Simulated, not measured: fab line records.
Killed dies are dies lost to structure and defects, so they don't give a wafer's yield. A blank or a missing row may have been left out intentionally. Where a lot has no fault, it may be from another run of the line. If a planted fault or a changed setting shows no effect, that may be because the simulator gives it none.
fab line records ; flow berkeley-cmos170
record: lots: 13; wafers: 39; last-day: 11
route steps=331 shown PWELL@40 M1@244 M3@311
lots untouched by any fault: they come from a run of this same line in which no faults occurred
start-h: start of the lot's first displayed wafer, in hours after the record's first day ; wait-h: hours from the lot's prior step to this one ; " the same as in the row above ; L1.1+2: one row covering several wafers at once ; - no value, or no start was given ; * or withheld: withheld ; < > ~ a bound
route shown NAME@n: NAME is a module with steps in the file, n the number in the route of the first one ; usual: average and standard deviation across the fault-free wafers ; same: alike in all rows ; chamber/n: place in a boat ; sites: readings site by site ; _std_site: standard deviation of those values ; _edge_site: outer sites' mean less inner sites' ; radius-mm: how far each site lies from the wafer's centre ; mask NAME#n: copy n ; behind: tool/chamber where the wafer was last shaped ; hold: cause of the lot's hold/its duration in hours/its outcome ; device: which transistor (n, p or np) failed to switch ; end of line: the same wafers' tests at the end of the route ; step lacking rows: just its recipe ; killed: not the wafer's yield, but the dies lost to structure and defects at the first sort ; map: dies across one wafer; x = killed, . = not, _ = none there
set.NAME: the run value of the setting; set.NAME@STEP: its run value at that earlier step ; model.NAME: the simulator's own value behind a step, which no gauge read
one table for each step of the route and one row for each wafer, over a sample of lots
services: when a tool's chamber went out of use (start-h, in hours from the record's first day, below 0 if earlier), for how many hours, and the reason
== steps ==
step: UCB170_PWELL_THK_MEAS_06
recipe: reads: Si3N4_of_PWELL_CVD_05
usual: PWELL_NITRIDE_THK: 219.7/2
lot.wafer;tool;chamber;start-h;wait-h;PWELL_NITRIDE_THK[nm]
L317.1;film-metro-04;-;49.36;0.0;221.9
L317.4;film-metro-04;-;49.36;0.0;220.7
L317.6;film-metro-04;-;49.36;0.0;221.6
L319.2;film-metro-01;-;55.52;0.0;222.2
L319.3;film-metro-01;-;55.52;0.0;222.2
L319.6;film-metro-01;-;55.52;0.0;220.3
L318.3;film-metro-04;-;55.53;0.0;222.7
L318.5;film-metro-04;-;55.53;0.0;222.5
L318.6;film-metro-04;-;55.53;0.0;221.8
L320.1;film-metro-01;-;68.53;0.0;220.3
L320.3;film-metro-01;-;68.53;0.0;221.0
L320.4;film-metro-01;-;68.53;0.0;220.7
L321.3;film-metro-03;-;68.55;0.0;221.2
L321.5;film-metro-03;-;68.55;0.0;220.1
L321.6;film-metro-03;-;68.55;0.0;219.8
L322.1;film-metro-01;-;71.84;0.0;216.7
L322.5;film-metro-01;-;71.84;0.0;216.3
L322.6;film-metro-01;-;71.84;0.0;216.0
L323.1;film-metro-03;-;84.82;0.0;216.0
L323.3;film-metro-03;-;84.82;0.0;217.3
L323.4;film-metro-03;-;84.82;0.0;218.5
L325.1;film-metro-04;-;89.00;0.0;220.2
L325.4;film-metro-04;-;89.00;0.0;219.9
L325.5;film-metro-04;-;89.00;0.0;218.9
L324.4;film-metro-01;-;89.03;0.0;223.1
L324.5;film-metro-01;-;89.03;0.0;222.1
L324.6;film-metro-01;-;89.03;0.0;222.8
L333.2;film-metro-03;-;131.76;0.0;221.0
L333.5;film-metro-03;-;131.76;0.0;222.4
L333.6;film-metro-03;-;131.76;0.0;222.6
L335.2;film-metro-03;-;135.51;0.0;219.9
L335.3;film-metro-03;-;135.51;0.0;218.6
L335.4;film-metro-03;-;135.51;0.0;220.5
L336.2;film-metro-03;-;145.25;0.0;218.3
L336.3;film-metro-03;-;145.25;0.0;218.3
L336.4;film-metro-03;-;145.25;0.0;218.5
L338.2;film-metro-01;-;157.95;0.0;217.3
L338.3;film-metro-01;-;157.95;0.0;219.7
L338.6;film-metro-01;-;157.95;0.0;218.9
step: UCB170_PWELL_STRIP_16
recipe: chemistry: O2; power-w: 400; pressure-mtorr: 3500; platen-temp-c: withheld; o2-flow-sccm: 400; overash-fraction: 0.5
usual: drypump-motor-current-A: 6.0/0.56; oes-product-au: 0.721/0.0046; strip-time-to-endpoint-s: 18.13/0.086
same: overash-fraction: 0.5
lot.wafer;tool;chamber;start-h;wait-h;drypump-motor-current-A;oes-product-au;rf-hours-counter-h;strip-time-to-endpoint-s
L317.1;plasma-asher-04;1;50.88;0.1;6.5;0.725;34;18.12
L317.4;plasma-asher-04;1;50.88;0.1;6.5;0.717;-;18.08
L317.6;plasma-asher-04;0;50.88;0.1;5.4;0.720;-;18.01
L318.3;plasma-asher-02;0;56.85;0.1;6.2;0.717;-;18.12
L318.5;plasma-asher-02;0;56.85;0.1;6.3;0.718;-;18.16
L318.6;plasma-asher-02;1;56.85;0.1;5.9;0.719;-;18.08
L319.2;plasma-asher-01;1;57.25;0.1;6.8;0.719;34;18.17
L319.3;plasma-asher-01;0;57.25;0.1;5.4;0.721;-;18.16
L319.6;plasma-asher-01;1;57.25;0.1;6.8;0.723;-;18.14
L320.1;plasma-asher-02;0;69.88;0.1;6.2;0.717;36;18.10
L320.3;plasma-asher-02;0;69.88;0.1;6.2;0.723;-;18.06
L320.4;plasma-asher-02;1;69.88;0.1;5.9;0.714;-;18.07
L321.3;plasma-asher-01;1;70.16;0.1;6.8;0.727;-;18.25
L321.5;plasma-asher-01;0;70.16;0.1;5.4;0.715;-;18.32
L321.6;plasma-asher-01;1;70.16;0.1;6.8;0.724;-;18.12
L322.1;plasma-asher-01;1;73.15;0.1;6.8;0.715;36;18.25
L322.5;plasma-asher-01;0;73.15;0.1;5.4;0.719;-;18.12
L322.6;plasma-asher-01;1;73.15;0.1;6.8;0.716;-;18.12
L323.1;plasma-asher-04;1;86.69;0.1;6.5;0.712;37;18.05
L323.3;plasma-asher-04;1;86.69;0.1;6.5;0.724;-;18.08
L323.4;plasma-asher-04;0;86.69;0.1;5.4;0.720;-;18.08
L325.1;plasma-asher-04;0;90.19;0.1;5.4;0.724;37;18.21
L325.4;plasma-asher-04;1;90.19;0.1;6.5;0.722;-;18.28
L325.5;plasma-asher-04;0;90.19;0.1;5.4;0.726;-;18.23
L324.4;plasma-asher-01;1;90.48;0.1;6.8;0.722;-;18.16
L324.5;plasma-asher-01;1;90.48;0.1;6.8;0.724;-;18.07
L324.6;plasma-asher-01;0;90.48;0.1;5.4;0.717;-;17.99
L333.2;plasma-asher-02;0;132.96;0.1;6.2;0.719;43;18.11
L333.5;plasma-asher-02;1;132.96;0.1;5.9;0.714;-;18.08
L333.6;plasma-asher-02;0;132.96;0.1;6.2;0.724;-;18.18
L335.2;plasma-asher-04;1;137.42;0.1;6.5;0.715;2;18.10
L335.3;plasma-asher-04;1;137.42;0.1;6.5;0.730;-;18.21
L335.4;plasma-asher-04;0;137.42;0.1;5.4;0.715;-;18.14
L336.2;plasma-asher-02;0;146.78;0.1;6.2;0.716;45;18.00
L336.3;plasma-asher-02;1;146.78;0.1;5.9;0.713;-;17.97
L336.4;plasma-asher-02;0;146.78;0.1;6.2;0.727;-;17.97
L338.2;plasma-asher-01;1;159.61;0.1;6.8;0.717;46;18.11
L338.3;plasma-asher-01;1;159.61;0.1;6.8;0.718;-;18.22
L338.6;plasma-asher-01;1;159.61;0.1;6.8;0.721;-;18.28
step: UCB170_M1_EXPOSE_06
recipe: mask-id: METAL1; target-cd-nm: 700; na: 0.5; sigma-outer: 0.6; source-shape: conventional; dose-mj: 21
lot.wafer;tool;chamber;start-h;wait-h;mask
L319.2+3+6;krf-scanner-01;0;144.95;-;METAL1#0
L318.3+5+6;krf-scanner-02;0;145.42;-;METAL1#0
L317.1+4+6;krf-scanner-01;0;145.83;-;METAL1#0
L320.1+3+4;krf-scanner-01;0;171.75;-;METAL1#0
L321.3+5+6;krf-scanner-01;0;172.19;-;METAL1#0
L323.1+3+4;krf-scanner-02;0;172.40;-;METAL1#0
L322.1+5+6;krf-scanner-01;0;172.72;-;METAL1#0
L325.1+4+5;krf-scanner-01;0;191.56;-;METAL1#0
L324.4+5+6;krf-scanner-02;0;192.19;-;METAL1#0
L335.2+3+4;krf-scanner-02;0;234.78;-;METAL1#0
L333.2+5+6;krf-scanner-02;0;236.99;-;METAL1#0
L338.2+3+6;krf-scanner-02;0;250.74;-;METAL1#0
L336.2+3+4;krf-scanner-02;0;252.56;-;METAL1#0
step: UCB170_M1_OVL_MEAS_10
usual: M1_OVL: 1/5.4
lot.wafer;tool;chamber;start-h;wait-h;M1_OVL[nm]
L319.2;overlay-01;-;145.72;0.1;7
L319.3;overlay-01;-;145.72;0.1;5
L319.6;overlay-01;-;145.72;0.1;3
L318.3;overlay-01;-;146.21;0.1;3
L318.5;overlay-01;-;146.21;0.1;2
L318.6;overlay-01;-;146.21;0.1;0
L317.1;overlay-02;-;146.34;0.1;-3
L317.4;overlay-02;-;146.34;0.1;1
L317.6;overlay-02;-;146.34;0.1;0
L320.1;overlay-02;-;172.28;0.1;-8
L320.3;overlay-02;-;172.28;0.1;-10
L320.4;overlay-02;-;172.28;0.1;-4
L321.3;overlay-02;-;172.67;0.1;189
L321.5;overlay-02;-;172.67;0.1;189
L321.6;overlay-02;-;172.67;0.1;194
L323.1;overlay-01;-;172.91;0.1;-1
L323.3;overlay-01;-;172.91;0.1;-1
L323.4;overlay-01;-;172.91;0.1;0
L322.1;overlay-02;-;173.23;0.1;200
L322.5;overlay-02;-;173.23;0.1;195
L322.6;overlay-02;-;173.23;0.1;188
L325.1;overlay-02;-;192.70;0.1;196
L325.4;overlay-02;-;192.70;0.1;197
L325.5;overlay-02;-;192.70;0.1;196
L324.4;overlay-02;-;192.97;0.1;7
L324.5;overlay-02;-;192.97;0.1;6
L324.6;overlay-02;-;192.97;0.1;10
L335.2;overlay-02;-;235.82;0.1;-4
L335.3;overlay-02;-;235.82;0.1;-6
L335.4;overlay-02;-;235.82;0.1;-2
L333.2;overlay-01;-;237.48;0.1;-2
L333.5;overlay-01;-;237.48;0.1;1
L333.6;overlay-01;-;237.48;0.1;4
L338.2;overlay-01;-;251.29;0.1;4
L338.3;overlay-01;-;251.29;0.1;2
L338.6;overlay-01;-;251.29;0.1;3
L336.2;overlay-01;-;253.30;0.1;6
L336.3;overlay-01;-;253.30;0.1;5
L336.4;overlay-01;-;253.30;0.1;5
step: UCB170_M3_RS_MEAS_02
recipe: thk-meas-gauge: four-point-probe; reads: Al_of_M3_SPUTTER_01
usual: M3_AL_RS: 0.0322/0.00034
lot.wafer;tool;chamber;start-h;wait-h;M3_AL_RS[ohm/sq]
L319.2;film-metro-01;-;160.74;0.1;0.0327
L319.3;film-metro-01;-;160.74;0.1;0.0325
L319.6;film-metro-01;-;160.74;0.1;0.0326
L318.3;film-metro-03;-;161.15;0.1;0.0323
L318.5;film-metro-03;-;161.15;0.1;0.0320
L318.6;film-metro-03;-;161.15;0.1;0.0322
L317.1;film-metro-02;-;161.35;0.0;0.0331
L317.4;film-metro-02;-;161.35;0.0;0.0329
L317.6;film-metro-02;-;161.35;0.0;0.0329
L320.1;film-metro-02;-;185.26;0.0;0.0315
L320.3;film-metro-02;-;185.26;0.0;0.0320
L320.4;film-metro-02;-;185.26;0.0;0.0319
L323.1;film-metro-03;-;185.56;0.0;0.0327
L323.3;film-metro-03;-;185.56;0.0;0.0328
L323.4;film-metro-03;-;185.56;0.0;0.0328
L321.3;film-metro-01;-;185.87;0.1;0.0324
L321.5;film-metro-01;-;185.87;0.1;0.0322
L321.6;film-metro-01;-;185.87;0.1;0.0321
L322.1;film-metro-03;-;186.14;0.0;0.0324
L322.5;film-metro-03;-;186.14;0.0;0.0320
L322.6;film-metro-03;-;186.14;0.0;0.0321
L325.1;film-metro-03;-;204.30;0.0;0.0324
L325.4;film-metro-03;-;204.30;0.0;0.0325
L325.5;film-metro-03;-;204.30;0.0;0.0328
L324.4;film-metro-01;-;204.85;0.1;0.0324
L324.5;film-metro-01;-;204.85;0.1;0.0321
L324.6;film-metro-01;-;204.85;0.1;0.0319
L335.2;film-metro-02;-;252.77;0.1;0.0319
L335.3;film-metro-02;-;252.77;0.1;0.0318
L335.4;film-metro-02;-;252.77;0.1;0.0319
L333.2;film-metro-03;-;256.61;0.1;0.0322
L333.5;film-metro-03;-;256.61;0.1;0.0325
L333.6;film-metro-03;-;256.61;0.1;0.0322
L338.2;film-metro-03;-;265.94;0.1;0.0323
L338.3;film-metro-03;-;265.94;0.1;0.0318
L338.6;film-metro-03;-;265.94;0.1;0.0320
L336.2;film-metro-01;-;270.22;0.1;0.0320
L336.3;film-metro-01;-;270.22;0.1;0.0319
L336.4;film-metro-01;-;270.22;0.1;0.0321
== services ==
tool;chamber;start-h;hours;kind
plasma-asher-01;-;33.69;2.8;pm
plasma-asher-01;-;48.20;0.6;repair
plasma-asher-04;-;55.84;4.3;pm
krf-scanner-01;-;93.52;4.0;pm
krf-scanner-01;0;96.12;-;calibration
krf-scanner-02;-;97.54;4.0;pm
krf-scanner-02;-;104.14;0.1;repair
plasma-asher-04;-;108.75;9.0;pm
plasma-asher-04;0;108.75;9.0;vent-cycle
plasma-asher-04;1;108.75;9.0;vent-cycle
krf-scanner-01;-;112.49;0.8;pm
plasma-asher-04;0;117.75;-;clean
plasma-asher-04;1;117.75;-;clean
krf-scanner-02;-;134.80;1.3;pm
krf-scanner-01;-;150.41;1.3;pm
krf-scanner-02;-;155.22;0.8;pm
krf-scanner-01;-;156.72;1.0;pm
krf-scanner-01;-;190.31;-;calibration
krf-scanner-02;-;195.84;1.0;pm
krf-scanner-02;0;196.37;-;calibration
plasma-asher-04;-;202.84;14.6;pm
krf-scanner-01;-;207.43;4.4;pm
plasma-asher-04;-;223.09;10.2;repair
krf-scanner-02;-;247.08;1.8;repair
== key ==
first-sign: step: UCB170_M1_OVL_MEAS_10; reading: M1_OVL; direction: up; sigmas: 35; usual: 1; struck: 194
effect none on later readings
met-at UCB170_M1_EXPOSE_06
struck-lots L321,L322,L325
not-acting-at UCB170_PWELL_THK_MEAS_06,UCB170_PWELL_STRIP_16,UCB170_M3_RS_MEAS_02
onset-between 171.75 172.19
fault: kind: scanner-matching-overlay; tool: krf-scanner-01; chamber: -; onset-h: 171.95; steps: UCB170_M1_EXPOSE_06; offset: 196.93
